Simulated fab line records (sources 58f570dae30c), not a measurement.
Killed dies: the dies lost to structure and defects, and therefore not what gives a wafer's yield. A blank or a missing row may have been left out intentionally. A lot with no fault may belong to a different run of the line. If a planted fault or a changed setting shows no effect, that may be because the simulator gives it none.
Shared-tool check / flow berkeley_cmos170 / 14 lots and 42 wafers in the sample

## REASON FOR OPENING
UCB170_PVT_TW_MEAS_09, reading PVT_TW: flagged on 2 of 14 lots. Fault-free wafers read 508, with a standard deviation of 3.8.
Rule: a lot is flagged when every wafer of it that has a number lies more than 4 standard deviations from that mean, or none has a number. As for the other lots, they are considered sound.

lot=L622; measured=day 6 00:02; on=film_metro-04; PVT_TW, wafer by wafer=507 510 510; flag=
lot=L621; measured=day 6 00:17; on=film_metro-01; PVT_TW, wafer by wafer=505 504 506; flag=
lot=L624; measured=day 6 11:26; on=film_metro-01; PVT_TW, wafer by wafer=506 508 508; flag=
lot=L625; measured=day 6 19:30; on=film_metro-01; PVT_TW, wafer by wafer=508 504 506; flag=
lot=L626; measured=day 6 19:47; on=film_metro-01; PVT_TW, wafer by wafer=505 505 507; flag=
lot=L627; measured=day 6 23:01; on=film_metro-02; PVT_TW, wafer by wafer=511 511 514; flag=
lot=L628; measured=day 6 23:20; on=film_metro-01; PVT_TW, wafer by wafer=505 503 504; flag=
lot=L632; measured=day 8 00:28; on=film_metro-04; PVT_TW, wafer by wafer=507 506 507; flag=
lot=L631; measured=day 8 01:18; on=film_metro-04; PVT_TW, wafer by wafer=507 504 507; flag=
lot=L635; measured=day 8 07:38; on=film_metro-01; PVT_TW, wafer by wafer=540 541 541; flag=FLAGGED
lot=L638; measured=day 8 20:07; on=film_metro-02; PVT_TW, wafer by wafer=552 550 549; flag=FLAGGED
lot=L640; measured=day 9 07:05; on=film_metro-02; PVT_TW, wafer by wafer=515 513 512; flag=
lot=L639; measured=day 9 07:49; on=film_metro-04; PVT_TW, wafer by wafer=508 508 507; flag=
lot=L642; measured=day 9 20:58; on=film_metro-04; PVT_TW, wafer by wafer=508 508 510; flag=
On average the flagged lots' numbers are 546, which is +38 against the usual, or +10 standard deviations.

## LOT BY LOT: THE TOOL USED
2 process steps preceding the reading are held in the record, out of 331 steps in the route. Each cell gives the tool, then ch followed by the chambers the sampled wafers passed through, then the start.
lot=L622; flag=; UCB170_ZERO_ETCH_06=rie_diel-02 ch 0,1,3, day 1 22:22; UCB170_PVT_IMPLANT_07=implanter-03 ch 0, day 5 23:47
lot=L621; flag=; UCB170_ZERO_ETCH_06=rie_diel-03 ch 1,2, day 1 19:07; UCB170_PVT_IMPLANT_07=implanter-04 ch 0, day 6 00:02
lot=L624; flag=; UCB170_ZERO_ETCH_06=rie_diel-04 ch 0,1,3, day 2 08:38; UCB170_PVT_IMPLANT_07=implanter-03 ch 0, day 6 11:11
lot=L625; flag=; UCB170_ZERO_ETCH_06=rie_diel-04 ch 0,1,3, day 2 17:13; UCB170_PVT_IMPLANT_07=implanter-04 ch 0, day 6 19:15
lot=L626; flag=; UCB170_ZERO_ETCH_06=rie_diel-02 ch 1,2,3, day 2 18:17; UCB170_PVT_IMPLANT_07=implanter-02 ch 0, day 6 19:32
lot=L627; flag=; UCB170_ZERO_ETCH_06=rie_diel-03 ch 2,3, day 3 03:41; UCB170_PVT_IMPLANT_07=implanter-04 ch 0, day 6 22:48
lot=L628; flag=; UCB170_ZERO_ETCH_06=rie_diel-02 ch 0,3, day 3 10:21; UCB170_PVT_IMPLANT_07=implanter-03 ch 0, day 6 23:06
lot=L632; flag=; UCB170_ZERO_ETCH_06=rie_diel-03 ch 0,2,3, day 4 06:46; UCB170_PVT_IMPLANT_07=implanter-04 ch 0, day 8 00:13
lot=L631; flag=; UCB170_ZERO_ETCH_06=rie_diel-03 ch 0,2,3, day 4 00:57; UCB170_PVT_IMPLANT_07=implanter-02 ch 0, day 8 01:03
lot=L635; flag=FLAGGED; UCB170_ZERO_ETCH_06=rie_diel-03 ch 0,1,2, day 4 20:30; UCB170_PVT_IMPLANT_07=implanter-03 ch 0, day 8 07:23
lot=L638; flag=FLAGGED; UCB170_ZERO_ETCH_06=rie_diel-03 ch 2,3, day 5 05:00; UCB170_PVT_IMPLANT_07=implanter-03 ch 0, day 8 19:53
lot=L640; flag=; UCB170_ZERO_ETCH_06=rie_diel-02 ch 0,2, day 5 15:43; UCB170_PVT_IMPLANT_07=implanter-02 ch 0, day 9 06:50
lot=L639; flag=; UCB170_ZERO_ETCH_06=rie_diel-03 ch 1,2,3, day 5 12:34; UCB170_PVT_IMPLANT_07=implanter-04 ch 0, day 9 07:34
lot=L642; flag=; UCB170_ZERO_ETCH_06=rie_diel-02 ch 0,1,3, day 6 07:11; UCB170_PVT_IMPLANT_07=implanter-02 ch 0, day 9 20:43
These steps, and what they do:
- UCB170_ZERO_ETCH_06: etches SiO2 in CHF3/CF4/Ar, time 12 s.
- UCB170_PVT_IMPLANT_07
- UCB170_PVT_TW_MEAS_09

## FLAGGED AGAINST TOTAL, ONE TOOL AT A TIME (gauges that did the reading follow at the end)
step=UCB170_ZERO_ETCH_06; tool=rie_diel-02; lots run=5; flagged=0; share of the flagged lots=none; sound lots run after its first flagged lot=-
step=UCB170_ZERO_ETCH_06; tool=rie_diel-03; lots run=7; flagged=2; share of the flagged lots=all; sound lots run after its first flagged lot=1 (L639)
step=UCB170_ZERO_ETCH_06; tool=rie_diel-04; lots run=2; flagged=0; share of the flagged lots=none; sound lots run after its first flagged lot=-
step=UCB170_PVT_IMPLANT_07; tool=implanter-02; lots run=4; flagged=0; share of the flagged lots=none; sound lots run after its first flagged lot=-
step=UCB170_PVT_IMPLANT_07; tool=implanter-03; lots run=5; flagged=2; share of the flagged lots=all; sound lots run after its first flagged lot=0
step=UCB170_PVT_IMPLANT_07; tool=implanter-04; lots run=5; flagged=0; share of the flagged lots=none; sound lots run after its first flagged lot=-
step=UCB170_PVT_TW_MEAS_09; tool=film_metro-01; lots run=6; flagged=1; share of the flagged lots=some; sound lots run after its first flagged lot=0
step=UCB170_PVT_TW_MEAS_09; tool=film_metro-02; lots run=3; flagged=1; share of the flagged lots=some; sound lots run after its first flagged lot=1 (L640)
step=UCB170_PVT_TW_MEAS_09; tool=film_metro-04; lots run=5; flagged=0; share of the flagged lots=none; sound lots run after its first flagged lot=-

## THE TABLE: WHAT IT ALLOWS
Every flagged lot went through 2 rows of the table: rie_diel-03 at UCB170_ZERO_ETCH_06 and implanter-03 at UCB170_PVT_IMPLANT_07.
- rie_diel-03 at UCB170_ZERO_ETCH_06 ran 7 lots, 2 of them flagged. Sound lots ran on it after the first flagged one (L639), which a lasting fault on the whole tool wouldn't allow.
- implanter-03 at UCB170_PVT_IMPLANT_07 ran 5 lots, 2 of them flagged. A fault beginning between L628 (day 6 23:06), its last sound lot, and L635 (day 8 07:23), its first flagged one, fits the data. Its own readings lie more than 4 standard deviations out on every wafer of the flagged lots: beam_energy_keV.
Left over: one tool, implanter-03 at UCB170_PVT_IMPLANT_07.

## WHAT THE SIMULATOR HAD INSERTED
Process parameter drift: implanter-03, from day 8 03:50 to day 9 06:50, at UCB170_PVT_IMPLANT_07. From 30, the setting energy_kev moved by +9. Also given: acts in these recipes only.
Lots struck among those shown: L635, L638. The same result came from the rule above.
